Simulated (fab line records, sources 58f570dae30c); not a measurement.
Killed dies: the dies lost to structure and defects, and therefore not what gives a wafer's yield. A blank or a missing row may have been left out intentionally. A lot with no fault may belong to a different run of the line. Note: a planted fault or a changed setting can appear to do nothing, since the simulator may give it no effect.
Shared-tool check ; flow berkeley_cmos170 ; Sampled: 14 lots, 48 wafers

== REASON IT WAS OPENED ==
At UCB170_GATE_CD_MEAS_12 the reading cd_nm is flagged on 2 of 14 lots. Wafers without a fault read 349.8 nm, standard deviation 1.3.
Rule: flag the lot when none of its wafers has a number, or when each of its wafers that has one lies beyond 4 standard deviations from that mean. As for the other lots, they are considered sound.

lot;measured;on;cd_nm (nm), wafer by wafer;flag
L449;day 6 00:23;cd_sem-01;348.5 348.6 348.8;
L450;day 6 11:07;cd_sem-02;346.9 347.8 347.1;
L452;day 7 05:12;cd_sem-02;350.8 351.2 350.2;
L453;day 7 05:28;cd_sem-02;349.9 350.5 349.4;
L454;day 7 15:47;cd_sem-02;349.7 350.4 350.2;
L456;day 7 23:40;cd_sem-01;349.6 349.3 350.5;
L455;day 8 04:26;cd_sem-02;350.3 350.9 350.0;
L457;day 8 04:44;cd_sem-02;350.6 351.4 350.5;
L459;day 8 13:11;cd_sem-02;347.9 348.8 349.9;
L467;day 9 19:01;cd_sem-02;298.7 298.2 298.1 299.2 298.2 297.8;FLAGGED
L465;day 9 19:16;cd_sem-02;297.3 297.7 297.3 297.2 297.7 297.3;FLAGGED
L470;day 10 11:48;cd_sem-01;351.3 350.3 350.8;
L469;day 10 12:10;cd_sem-01;348.6 350.2 349.7;
L471;day 11 09:19;cd_sem-01;352.0 351.9 350.4;
On average the flagged lots' numbers are 297.9 nm, which is -51.9 nm against the usual, or -40 standard deviations.

== TOOL THAT RAN EACH LOT ==
The record keeps 1 process step preceding the reading, out of 331 steps on the route. Every cell lists first the tool, next ch and the chambers used by the sampled wafers, and last the start.
lot;flag;UCB170_GATE_PEB_10
L449;;litho_track-02 ch 0, day 6 00:07
L450;;litho_track-04 ch 0, day 6 10:50
L452;;litho_track-02 ch 0, day 7 04:53
L453;;litho_track-02 ch 0, day 7 05:11
L454;;litho_track-02 ch 0, day 7 15:30
L456;;litho_track-02 ch 0, day 7 23:24
L455;;litho_track-04 ch 0, day 8 04:10
L457;;litho_track-02 ch 0, day 8 04:29
L459;;litho_track-04 ch 0, day 8 12:55
L467;FLAGGED;litho_track-02 ch 0, day 9 18:45
L465;FLAGGED;litho_track-02 ch 0, day 9 19:00
L470;;litho_track-03 ch 0, day 10 11:32
L469;;litho_track-04 ch 0, day 10 11:54
L471;;litho_track-03 ch 0, day 11 08:40
What these steps do:
- UCB170_GATE_PEB_10
- UCB170_GATE_CD_MEAS_12: target cd 350 nm.

== FLAGGED AGAINST TOTAL, ONE TOOL AT A TIME (gauges that did the reading follow at the end) ==
step;tool;lots run;flagged;share of the flagged lots;sound lots run after its first flagged lot
UCB170_GATE_PEB_10;litho_track-02;8;2;all;0
UCB170_GATE_PEB_10;litho_track-03;2;0;none;-
UCB170_GATE_PEB_10;litho_track-04;4;0;none;-
UCB170_GATE_CD_MEAS_12;cd_sem-01;5;0;none;-
UCB170_GATE_CD_MEAS_12;cd_sem-02;9;2;all;0

== THE TABLE: WHAT IT ALLOWS ==
Rows of the table that ran all the flagged lots, 2 in number: litho_track-02 at UCB170_GATE_PEB_10; cd_sem-02 at UCB170_GATE_CD_MEAS_12.
- litho_track-02 at UCB170_GATE_PEB_10: 2 of its 8 lots flagged. A fault beginning between L457 (day 8 04:29), its last sound lot, and L467 (day 9 18:45), its first flagged one, fits the data. Its own readings (heater_power_total_W, plate_temp_C) fall more than 4 standard deviations out on all wafers of the flagged lots.
- cd_sem-02 at UCB170_GATE_CD_MEAS_12: 2 of its 9 lots flagged. A fault beginning between L459 (day 8 13:11), its last sound lot, and L467 (day 9 19:01), its first flagged one, fits the data.
Because each of these 2 tools fits a fault that began at some hour, counting lots does not separate them. More lots, or a look at what each step does to the wafer, might.

== WHAT WAS PUT IN BY THE SIMULATOR ==
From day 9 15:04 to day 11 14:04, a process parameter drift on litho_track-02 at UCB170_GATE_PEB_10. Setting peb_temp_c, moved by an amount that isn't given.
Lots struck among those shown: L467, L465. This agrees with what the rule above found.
